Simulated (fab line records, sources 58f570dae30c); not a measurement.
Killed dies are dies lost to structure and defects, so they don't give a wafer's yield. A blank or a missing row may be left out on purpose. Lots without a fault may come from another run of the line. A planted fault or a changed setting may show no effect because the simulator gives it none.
Tool commonality check | flow berkeley_cmos170 | 14 lots, 42 wafers sampled

WHY IT WAS OPENED
At UCB170_PFIELD_TW_MEAS_09 the reading PFIELD_TW is flagged on 2 of 14 lots. Wafers without a fault read 601, standard deviation 5.3.
Rule: a lot is flagged when every wafer of it that has a number lies more than 4 standard deviations from that mean, or none has a number. The other lots count as sound.

lot  | measured    | on            | PFIELD_TW, wafer by wafer | flag
L822 | day 4 14:24 | film_metro-01 | 606 602 600               |
L823 | day 5 03:50 | film_metro-03 | 606 608 610               |
L825 | day 5 06:39 | film_metro-03 | 610 608 607               |
L827 | day 5 18:01 | film_metro-03 | 608 607 607               |
L826 | day 5 18:14 | film_metro-02 | 603 606 604               |
L831 | day 6 15:16 | film_metro-01 | 592 597 596               |
L832 | day 6 22:32 | film_metro-01 | 595 594 593               |
L834 | day 7 01:35 | film_metro-01 | 595 596 597               |
L835 | day 7 10:25 | film_metro-01 | 592 593 593               |
L837 | day 8 02:02 | film_metro-02 | 674 673 670               | FLAGGED
L836 | day 8 02:15 | film_metro-01 | 600 598 602               |
L838 | day 8 07:21 | film_metro-03 | 603 601 603               |
L839 | day 8 07:50 | film_metro-02 | 671 674 672               | FLAGGED
L841 | day 8 21:40 | film_metro-02 | 605 601 601               |
The numbers of the flagged lots are 672 on average: +71 against the usual, or +13 standard deviations.

WHICH TOOL RAN EACH LOT
The record holds 1 process step before the reading, out of a route of 331 steps. In each cell: the tool, then ch and the chambers that the sampled wafers went through, then the start.
lot  | flag    | UCB170_PFIELD_IMPLANT_07
L822 |         | implanter-04 ch 0, day 4 14:09
L823 |         | implanter-01 ch 0, day 5 03:35
L825 |         | implanter-02 ch 0, day 5 06:24
L827 |         | implanter-02 ch 0, day 5 17:46
L826 |         | implanter-01 ch 0, day 5 17:59
L831 |         | implanter-01 ch 0, day 6 15:02
L832 |         | implanter-04 ch 0, day 6 22:17
L834 |         | implanter-04 ch 0, day 7 01:20
L835 |         | implanter-01 ch 0, day 7 10:11
L837 | FLAGGED | implanter-04 ch 0, day 8 01:49
L836 |         | implanter-02 ch 0, day 8 02:00
L838 |         | implanter-01 ch 0, day 8 07:08
L839 | FLAGGED | implanter-04 ch 0, day 8 07:35
L841 |         | implanter-01 ch 0, day 8 21:25
What these steps do:
- UCB170_PFIELD_IMPLANT_07
- UCB170_PFIELD_TW_MEAS_09

FLAGGED OVER TOTAL, TOOL BY TOOL (the gauges that took the reading come last)
step                     | tool          | lots run | flagged | share of the flagged lots | sound lots run after its first flagged lot
UCB170_PFIELD_IMPLANT_07 | implanter-01  | 6        | 0       | none                      | -
UCB170_PFIELD_IMPLANT_07 | implanter-02  | 3        | 0       | none                      | -
UCB170_PFIELD_IMPLANT_07 | implanter-04  | 5        | 2       | all                       | 0
UCB170_PFIELD_TW_MEAS_09 | film_metro-01 | 6        | 0       | none                      | -
UCB170_PFIELD_TW_MEAS_09 | film_metro-02 | 4        | 2       | all                       | 1 (L841)
UCB170_PFIELD_TW_MEAS_09 | film_metro-03 | 4        | 0       | none                      | -

WHAT THE TABLE ALLOWS
2 rows of the table ran every flagged lot: implanter-04 at UCB170_PFIELD_IMPLANT_07, film_metro-02 at UCB170_PFIELD_TW_MEAS_09.
- implanter-04 at UCB170_PFIELD_IMPLANT_07: 2 of its 5 lots flagged. Its last sound lot is L834 (day 7 01:20), its first flagged lot L837 (day 8 01:49): a fault that began between those two fits. Its own readings lie more than 4 standard deviations out on every wafer of the flagged lots: dose_ions_cm2, faraday_current_uA.
- film_metro-02 at UCB170_PFIELD_TW_MEAS_09: 2 of its 4 lots flagged. Sound lots ran on it after the first flagged one (L841), which a lasting fault on the whole tool wouldn't allow.
One tool is left: implanter-04 at UCB170_PFIELD_IMPLANT_07.

WHAT THE SIMULATOR HAD PUT IN
Process parameter drift: implanter-04, from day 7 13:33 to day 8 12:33, at UCB170_PFIELD_IMPLANT_07. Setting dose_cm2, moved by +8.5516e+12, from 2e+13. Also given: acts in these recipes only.
Lots struck among those shown: L837, L839. The rule above found the same.
